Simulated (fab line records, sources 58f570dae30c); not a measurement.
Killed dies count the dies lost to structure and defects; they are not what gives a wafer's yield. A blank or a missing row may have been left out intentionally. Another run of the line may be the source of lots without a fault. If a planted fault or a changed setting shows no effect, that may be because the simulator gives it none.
fab line records	flow berkeleyCmos170
[record] lots = 14	wafers = 42	lastDay = 11
route steps=331 shown START@4 ZERO@13 NVT@112 PVT@123 SDANNEAL@204
lots that met no fault: taken from a fault-free run of the same line
startH: hours from the record's first day to the start of the lot's first wafer shown	waitH: hours elapsed since this lot's preceding step	" identical to the entry in the row above	L1.1+2: several wafers, shown together as one row	- no value, or no start was given	* or withheld: withheld	< > ~ a bound
route shown NAME@n: a module of which the file shows steps, and the number in the route of the first	usual: mean and standard deviation over wafers with no fault	same: alike in all rows	chamber/n: place in a boat	sites: per-site readings	_std_site: the values' standard deviation	_edge_site: inner sites' mean taken away from outer sites' mean	radiusMm: how far each site lies from the wafer's centre	mask NAME#n: copy n	behind: tool/chamber where the wafer was last shaped	hold: what put the lot on hold/how long, in hours/how the hold closed	device: whichever transistor did not switch (one of n, p or np)	end of line: the route-end tests of the same wafers	a step with no rows: only its recipe	killed: at the first sort, the dies lost to defects and structure; wafer yield is something else	map: shows each die of a wafer: x if killed, . if not, _ if none is there
set.NAME: the run value of the setting; set.NAME@STEP: its run value at that earlier step	model.NAME: the simulator's own value behind a step, which no gauge read
one table for each step of the route and one row for each wafer, over a sample of lots
services: from which hour (startH, from the record's first day; less than 0 if before it) a tool's chamber was out of use, for how many hours, and why
[[steps]]
[step UCB170_START_THK_MEAS_03]
[recipe] reads = SiO2_of_START_OXIDATION_02
[usual] START_OXIDE_THK = 20.0/0.37
lot.wafer	tool	chamber	startH	waitH	START_OXIDE_THK[nm]
L934.2	filmMetro-01	-	11.94	0.0	19.8
L934.3	"	-	"	"	19.4
L934.6	"	-	"	"	19.6
L935.2	filmMetro-04	-	21.29	0.0	19.9
L935.5	"	-	"	"	19.9
L935.6	"	-	"	"	20.2
L937.1	filmMetro-03	-	32.73	0.0	20.6
L937.4	"	-	"	"	20.7
L937.6	"	-	"	"	20.5
L939.1	filmMetro-04	-	41.02	0.0	19.8
L939.2	"	-	"	"	19.5
L939.4	"	-	"	"	19.2
L941.1	filmMetro-01	-	53.54	0.0	19.5
L941.2	"	-	"	"	19.7
L941.5	"	-	"	"	19.5
L942.1	filmMetro-03	-	53.54	0.0	19.9
L942.2	"	-	"	"	20.2
L942.5	"	-	"	"	20.1
L943.4	filmMetro-04	-	59.88	0.0	20.3
L943.5	"	-	"	"	20.3
L943.6	"	-	"	"	20.9
L944.1	filmMetro-03	-	63.91	0.0	20.1
L944.2	"	-	"	"	20.1
L944.3	"	-	"	"	20.2
L950.1	filmMetro-04	-	94.10	0.0	20.2
L950.5	"	-	"	"	20.2
L950.6	"	-	"	"	20.2
L952.1	filmMetro-01	-	104.58	0.0	20.2
L952.4	"	-	"	"	20.1
L952.6	"	-	"	"	19.9
L953.1	filmMetro-03	-	109.34	0.0	20.3
L953.4	"	-	"	"	20.5
L953.6	"	-	"	"	20.9
L954.1	filmMetro-04	-	115.68	0.0	20.2
L954.4	"	-	"	"	20.1
L954.6	"	-	"	"	20.3
L955.4	filmMetro-01	-	120.13	0.0	19.4
L955.5	"	-	"	"	19.6
L955.6	"	-	"	"	20.4
L957.3	filmMetro-04	-	132.11	0.0	19.3
L957.4	"	-	"	"	19.3
L957.5	"	-	"	"	19.4
[step UCB170_ZERO_STRIP_07]
[recipe] chemistry = O2	powerW = 400	pressureMtorr = 3500	platenTempC = withheld	o2FlowSccm = 400	overashFraction = 0.5
[usual] chamberPressureMTorr = 3500.2/2.9	drypumpMotorCurrentA = 5.6/0.31	oesProductAu = 0.727/0.0045	stripTimeToEndpointS = 21.53/0.066
lot.wafer	tool	chamber	startH	waitH	chamberPressureMTorr	drypumpMotorCurrentA	oesProductAu	rfHoursCounterH	stripTimeToEndpointS
L934.2	plasmaAsher-02	0	19.64	0.0	3500.4	5.7	0.726	31	21.46
L934.3	"	1	"	"	3503.9	6.0	0.731	-	21.50
L934.6	"	1	"	"	3500.9	6.0	0.733	-	21.50
L935.2	plasmaAsher-02	0	28.33	0.0	3496.9	5.7	0.730	32	21.52
L935.5	"	1	"	"	3498.8	6.0	0.728	-	21.59
L935.6	"	0	"	"	3499.7	5.8	0.726	-	21.55
L937.1	plasmaAsher-04	1	39.03	0.0	3503.8	5.3	0.732	32	21.44
L937.4	"	0	"	"	3497.9	5.4	0.736	-	21.45
L937.6	"	0	"	"	3501.8	5.3	0.722	-	21.46
L939.1	plasmaAsher-02	0	48.74	0.0	3498.8	5.7	0.725	34	21.60
L939.2	"	1	"	"	3502.2	6.0	0.724	34	21.52
L939.4	"	1	"	"	3500.6	6.0	0.724	-	21.60
L941.1	plasmaAsher-04	0	57.60	0.0	3499.6	5.3	0.729	33	21.60
L941.2	"	1	"	"	3500.7	5.3	0.734	33	21.62
L941.5	"	1	"	"	3504.9	5.3	0.728	-	21.56
L942.1	plasmaAsher-02	1	57.84	0.0	3498.5	6.0	0.731	35	21.46
L942.2	"	0	"	"	3508.0	5.7	0.721	35	21.53
L942.5	"	0	"	"	3504.9	5.7	0.729	-	21.47
L943.4	plasmaAsher-02	1	63.45	0.0	3500.4	6.0	0.733	-	21.57
L943.5	"	0	"	"	3502.4	5.7	0.728	-	21.48
L943.6	"	1	"	"	3496.0	6.0	0.723	-	21.57
L944.1	plasmaAsher-04	0	68.21	0.0	3498.0	5.4	0.721	35	21.53
L944.2	"	1	"	"	3495.5	5.3	0.723	35	21.53
L944.3	"	0	"	"	3499.3	5.4	0.726	-	21.48
L950.1	plasmaAsher-04	1	98.95	0.0	3503.5	5.4	0.732	38	21.56
L950.5	"	0	"	"	3498.5	5.4	0.736	-	21.55
L950.6	"	1	"	"	3503.3	5.4	0.721	-	21.58
L952.1	plasmaAsher-03	0	109.91	0.0	3499.5	5.1	0.725	42	21.42
L952.4	"	1	"	"	3501.9	5.9	0.727	-	21.44
L952.6	"	1	"	"	3498.0	5.9	0.720	-	21.37
L953.1	plasmaAsher-03	0	115.77	0.0	3497.4	5.1	0.726	43	21.55
L953.4	"	1	"	"	3503.2	5.9	0.727	-	21.59
L953.6	"	1	"	"	3504.0	5.9	0.727	-	21.54
L954.1	plasmaAsher-04	0	122.80	0.0	3503.6	5.4	0.720	0	21.61
L954.4	"	0	"	"	3504.1	5.4	0.729	-	21.62
L954.6	"	0	"	"	3499.5	5.4	0.731	-	21.69
L955.4	plasmaAsher-02	0	128.16	0.0	3496.0	5.7	0.736	-	21.52
L955.5	"	1	"	"	3498.1	6.0	0.731	-	21.53
L955.6	"	0	"	"	3504.6	5.7	0.724	-	21.57
L957.3	plasmaAsher-03	0	139.23	0.0	3503.2	5.1	0.730	-	21.54
L957.4	"	1	"	"	3500.4	5.9	0.725	-	21.48
L957.5	"	1	"	"	3502.9	5.9	0.733	-	21.43
[step UCB170_NVT_STRIP_08]
[recipe] chemistry = O2	powerW = 400	pressureMtorr = 3500	platenTempC = withheld	o2FlowSccm = 400	overashFraction = 0.5
[usual] chamberPressureMTorr = 3499/3.1	drypumpMotorCurrentA = 5.7/0.32	oesProductAu = 0.734/0.0044	stripTimeToEndpointS = 21.41/0.079
lot.wafer	tool	chamber	startH	waitH	chamberPressureMTorr	drypumpMotorCurrentA	oesProductAu	rfHoursCounterH	stripTimeToEndpointS
L934.2	plasmaAsher-01	1	103.69	0.1	3502	6.0	0.738	28	21.38
L934.3	"	0	"	"	3501	5.6	0.728	-	21.25
L934.6	"	1	"	"	3495	6.0	0.733	-	21.29
L935.2	plasmaAsher-03	1	115.99	0.1	3496	5.9	0.738	43	21.48
L935.5	"	1	"	"	3498	5.9	0.728	-	21.47
L935.6	"	0	"	"	3504	5.1	0.737	-	21.44
L937.1	plasmaAsher-01	1	135.15	0.1	3498	6.0	0.733	31	21.39
L937.4	"	1	"	"	3495	6.0	0.732	-	21.44
L937.6	"	1	"	"	3496	6.0	0.734	-	21.39
L941.1	plasmaAsher-01	0	140.61	0.1	3498	5.5	0.733	32	21.34
L941.2	"	1	"	"	3502	6.0	0.731	32	21.24
L941.5	"	0	"	"	3503	5.6	0.740	-	21.28
L944.1	plasmaAsher-01	0	146.34	0.1	3504	5.5	0.739	32	21.47
L944.2	"	1	"	"	3504	6.0	0.734	32	21.42
L944.3	"	0	"	"	3501	5.6	0.739	-	21.36
L939.1	plasmaAsher-01	0	146.62	0.1	3498	5.5	0.741	32	21.38
L939.2	"	1	"	"	3504	6.0	0.738	32	21.41
L939.4	"	1	"	"	3498	6.0	0.728	-	21.40
L943.4	plasmaAsher-02	1	147.06	0.1	-	-	-	-	-
L943.5	"	0	"	"	-	-	-	-	-
L943.6	"	1	"	"	-	-	-	-	-
L942.1	plasmaAsher-01	0	147.30	0.1	-	-	-	-	-
L942.2	"	1	"	"	-	-	-	-	-
L942.5	"	1	"	"	-	-	-	-	-
L950.1	plasmaAsher-02	1	185.29	0.1	3499	6.0	0.740	50	21.49
L950.5	"	1	"	"	3503	6.0	0.737	-	21.42
L950.6	"	0	"	"	3503	5.7	0.730	-	21.48
L952.1	plasmaAsher-01	0	197.36	0.1	3501	5.5	0.727	38	21.43
L952.4	"	1	"	"	3501	6.0	0.737	-	21.36
L952.6	"	0	"	"	3501	5.6	0.727	-	21.38
L953.1	plasmaAsher-02	0	205.93	0.1	3497	5.7	0.736	53	21.49
L953.4	"	1	"	"	3497	6.0	0.731	-	21.56
L953.6	"	0	"	"	3496	5.7	0.734	-	21.41
L954.1	plasmaAsher-02	0	211.83	0.1	3501	5.7	0.730	53	21.46
L954.4	"	1	"	"	3500	6.0	0.736	-	21.46
L954.6	"	1	"	"	3497	6.0	0.737	-	21.46
L955.4	plasmaAsher-01	1	212.25	0.1	3499	6.0	0.732	-	21.33
L955.5	"	1	"	"	3502	6.0	0.731	-	21.19
L955.6	"	0	"	"	3494	5.6	0.747	-	21.30
L957.3	plasmaAsher-03	1	226.35	0.1	3502	5.9	0.735	-	21.39
L957.4	"	0	"	"	3503	5.1	0.734	-	21.46
L957.5	"	0	"	"	3503	5.0	0.734	-	21.46
[step UCB170_PVT_STRIP_08]
[recipe] chemistry = O2	powerW = 400	pressureMtorr = 3500	platenTempC = withheld	o2FlowSccm = 400	overashFraction = 0.5299
[usual] chamberPressureMTorr = 3500/3.5	drypumpMotorCurrentA = 5.5/0.31	oesProductAu = 0.724/0.0044	stripTimeToEndpointS = 21.66/0.073
lot.wafer	tool	chamber	startH	waitH	chamberPressureMTorr	drypumpMotorCurrentA	oesProductAu	rfHoursCounterH	stripTimeToEndpointS
L934.2	plasmaAsher-03	0	106.11	0.1	3499	5.1	0.727	42	21.67
L934.3	"	0	"	"	3502	5.1	0.724	-	21.64
L934.6	"	1	"	"	3503	5.9	0.714	-	21.63
L935.2	plasmaAsher-03	1	119.76	0.1	3496	5.9	0.730	44	21.64
L935.5	"	1	"	"	3497	5.9	0.724	-	21.64
L935.6	"	0	"	"	3509	5.1	0.725	-	21.67
L937.1	plasmaAsher-01	0	138.19	0.1	3506	5.6	0.721	31	21.75
L937.4	"	0	"	"	3501	5.6	0.730	-	21.70
L937.6	"	1	"	"	3501	6.0	0.720	-	21.74
L941.1	plasmaAsher-04	1	142.51	0.1	3505	5.4	0.729	2	21.61
L941.2	"	0	"	"	3504	5.4	0.726	2	21.53
L941.5	"	0	"	"	3498	5.4	0.724	-	21.55
L939.1	plasmaAsher-03	1	149.53	0.1	3502	5.9	0.720	47	21.64
L939.2	"	0	"	"	3499	5.1	0.727	47	21.73
L939.4	"	0	"	"	3503	5.1	0.726	-	21.69
L944.1	plasmaAsher-01	0	149.58	0.1	3504	5.6	0.727	33	21.47
L944.2	"	1	"	"	3504	6.0	0.733	33	21.50
L944.3	"	1	"	"	3496	6.0	0.723	-	21.50
L943.4	plasmaAsher-04	1	149.89	0.1	3497	5.4	0.724	-	47.60
L943.5	"	0	"	"	3497	5.4	0.730	-	47.54
L943.6	"	1	"	"	3501	5.4	0.728	-	47.58
L942.1	plasmaAsher-03	0	150.13	0.1	3494	5.1	0.734	47	47.74
L942.2	"	1	"	"	3502	5.9	0.726	47	47.70
L942.5	"	1	"	"	3496	5.9	0.731	-	47.77
L950.1	plasmaAsher-04	0	188.74	0.1	3494	5.3	0.727	7	21.74
L950.5	"	1	"	"	3498	5.3	0.724	-	21.67
L950.6	"	0	"	"	3501	5.4	0.730	-	21.71
L952.1	plasmaAsher-01	0	200.94	0.1	3505	5.6	0.733	39	21.62
L952.4	"	1	"	"	3502	6.0	0.723	-	21.63
L952.6	"	0	"	"	3495	5.6	0.733	-	21.61
L953.1	plasmaAsher-04	0	207.64	0.1	3495	5.4	0.721	10	21.57
L953.4	"	1	"	"	3494	5.4	0.725	-	21.55
L953.6	"	1	"	"	3498	5.4	0.723	-	21.59
L954.1	plasmaAsher-04	1	213.50	0.1	3505	5.4	0.721	10	21.72
L954.4	"	0	"	"	3501	5.4	0.716	-	21.69
L954.6	"	0	"	"	3502	5.4	0.724	-	21.71
L955.4	plasmaAsher-01	0	214.01	0.1	3504	5.6	0.720	-	21.61
L955.5	"	0	"	"	3499	5.6	0.729	-	21.64
L955.6	"	1	"	"	3502	6.0	0.724	-	21.60
L957.3	plasmaAsher-04	0	228.98	0.1	3504	5.4	0.721	-	21.62
L957.4	"	1	"	"	3504	5.4	0.720	-	21.62
L957.5	"	1	"	"	3501	5.4	0.731	-	21.69
[step UCB170_PVT_TW_MEAS_09]
[usual] PVT_TW = 508/9.2
lot.wafer	tool	chamber	startH	waitH	PVT_TW
L934.2	filmMetro-02	-	106.22	0.1	500
L934.3	"	-	"	"	499
L934.6	"	-	"	"	500
L935.2	filmMetro-02	-	119.87	0.1	498
L935.5	"	-	"	"	500
L935.6	"	-	"	"	497
L937.1	filmMetro-03	-	138.29	0.1	510
L937.4	"	-	"	"	514
L937.6	"	-	"	"	511
L941.1	filmMetro-03	-	142.61	0.1	509
L941.2	"	-	"	"	512
L941.5	"	-	"	"	509
L939.1	filmMetro-04	-	149.63	0.1	517
L939.2	"	-	"	"	517
L939.4	"	-	"	"	518
L944.1	filmMetro-02	-	149.68	0.1	495
L944.2	"	-	"	"	496
L944.3	"	-	"	"	496
L943.4	filmMetro-02	-	149.98	0.1	29
L943.5	"	-	"	"	29
L943.6	"	-	"	"	29
L942.1	filmMetro-02	-	150.23	0.1	29
L942.2	"	-	"	"	29
L942.5	"	-	"	"	29
L950.1	filmMetro-02	-	188.84	0.1	495
L950.5	"	-	"	"	498
L950.6	"	-	"	"	495
L952.1	filmMetro-04	-	201.04	0.1	520
L952.4	"	-	"	"	517
L952.6	"	-	"	"	520
L953.1	filmMetro-02	-	207.74	0.1	499
L953.4	"	-	"	"	504
L953.6	"	-	"	"	500
L954.1	filmMetro-04	-	213.60	0.1	518
L954.4	"	-	"	"	518
L954.6	"	-	"	"	521
L955.4	filmMetro-04	-	214.11	0.1	520
L955.5	"	-	"	"	517
L955.6	"	-	"	"	520
L957.3	filmMetro-02	-	229.07	0.1	497
L957.4	"	-	"	"	494
L957.5	"	-	"	"	501
[step UCB170_SDANNEAL_RTA_00]
[recipe] tempC = 900	timeS = 10	ambient = N2
[usual] lampPowerPct = 25.7/1.4	wafer_temp_C_max = 904.0/0.76
lot.wafer	tool	chamber	startH	waitH	lampPowerPct	wafer_temp_C_max
L934.2	rtpAnneal-01	0	132.83	0.0	24.7	903.7
L934.3	"	0	"	"	24.8	904.4
L934.6	"	0	"	"	24.8	905.8
L935.2	rtpAnneal-01	0	150.65	0.0	24.8	903.7
L935.5	"	0	"	"	24.8	904.3
L935.6	"	0	"	"	24.8	904.6
L941.1	rtpAnneal-01	0	166.20	0.0	24.8	903.8
L941.2	"	0	"	"	24.8	903.8
L941.5	"	0	"	"	24.8	903.6
L937.1	rtpAnneal-02	0	166.65	0.0	27.8	905.3
L937.4	"	0	"	"	27.8	904.5
L937.6	"	0	"	"	27.9	905.0
L944.1	rtpAnneal-01	0	177.72	0.0	24.8	903.6
L944.2	"	0	"	"	24.8	903.3
L944.3	"	0	"	"	24.8	903.6
L942.1	rtpAnneal-01	0	178.54	0.0	24.8	904.7
L942.2	"	0	"	"	24.8	903.0
L942.5	"	0	"	"	24.8	902.8
L943.4	rtpAnneal-01	0	178.69	0.2	24.8	905.2
L943.5	"	0	"	"	24.8	903.7
L943.6	"	0	"	"	24.8	904.6
L939.1	rtpAnneal-01	0	178.89	0.0	24.8	903.8
L939.2	"	0	"	"	24.8	904.1
L939.4	"	0	"	"	24.8	905.0
L950.1	rtpAnneal-01	0	212.34	0.0	24.8	904.4
L950.5	"	0	"	"	24.8	905.1
L950.6	"	0	"	"	24.7	903.4
L952.1	rtpAnneal-01	0	228.58	0.0	24.8	904.6
L952.4	"	0	"	"	24.8	903.6
L952.6	"	0	"	"	24.8	903.5
L953.1	rtpAnneal-02	0	236.17	0.0	27.9	903.9
L953.4	"	0	"	"	28.0	904.1
L953.6	"	0	"	"	27.8	904.8
L954.1	rtpAnneal-02	0	240.49	0.0	27.9	902.8
L954.4	"	0	"	"	27.9	903.2
L954.6	"	0	"	"	27.8	904.7
L955.4	rtpAnneal-01	0	240.87	0.0	24.8	904.7
L955.5	"	0	"	"	24.8	903.0
L955.6	"	0	"	"	24.8	905.0
L957.3	rtpAnneal-02	0	252.22	0.0	27.9	904.9
L957.4	"	0	"	"	27.8	904.7
L957.5	"	0	"	"	27.8	903.9
[[services]]
tool	chamber	startH	hours	kind
rtpAnneal-01	-	8.10	5.4	pm
plasmaAsher-03	-	10.65	0.8	repair
plasmaAsher-02	-	100.94	1.5	repair
plasmaAsher-04	-	108.75	9.0	pm
plasmaAsher-04	0	108.75	9.0	ventCycle
plasmaAsher-04	1	108.75	9.0	ventCycle
plasmaAsher-01	-	114.63	2.3	repair
plasmaAsher-04	0	117.75	-	clean
plasmaAsher-04	1	117.75	-	clean
plasmaAsher-04	-	147.88	1.2	repair
plasmaAsher-03	-	150.77	2.4	repair
rtpAnneal-02	-	177.51	6.3	pm
plasmaAsher-01	-	226.52	4.3	pm
[[key]]
[firstSign] step = UCB170_NVT_STRIP_08	reading = toolRecord	direction = missing
[effect] step = UCB170_PVT_STRIP_08	reading = stripTimeToEndpointS	direction = up	sigmas = 99+	usual = *	struck = *
[effect] step = UCB170_PVT_TW_MEAS_09	reading = PVT_TW	direction = down	sigmas = 52	usual = 508	struck = 29
metAt UCB170_NVT_STRIP_08
struckLots L942,L943
sortLeftOut L942.1,L942.2,L942.5,L943.4,L943.5,L943.6
testerLeftOut L942,L943
notActingAt UCB170_START_THK_MEAS_03,UCB170_ZERO_STRIP_07,UCB170_SDANNEAL_RTA_00
onsetBetween 146.62 147.06
[fault] kind = skippedStepWhole	tool = plasmaAsher-01,plasmaAsher-02	chamber = -	onsetH = 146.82	steps = UCB170_NVT_STRIP_08	scope = struckLotsOnly
// testerLeftOut: of these lots the tester's yield and bins aren't shown, on N5 and GAA mostly nor the transistor test; their killed dies are dies lost to structure and defects alone, not to doping, threshold or leakage, so they don't give the yield
// sortLeftOut: the simulated sort isn't trusted on such a fault, so these wafers' sort isn't shown, and their yield isn't known
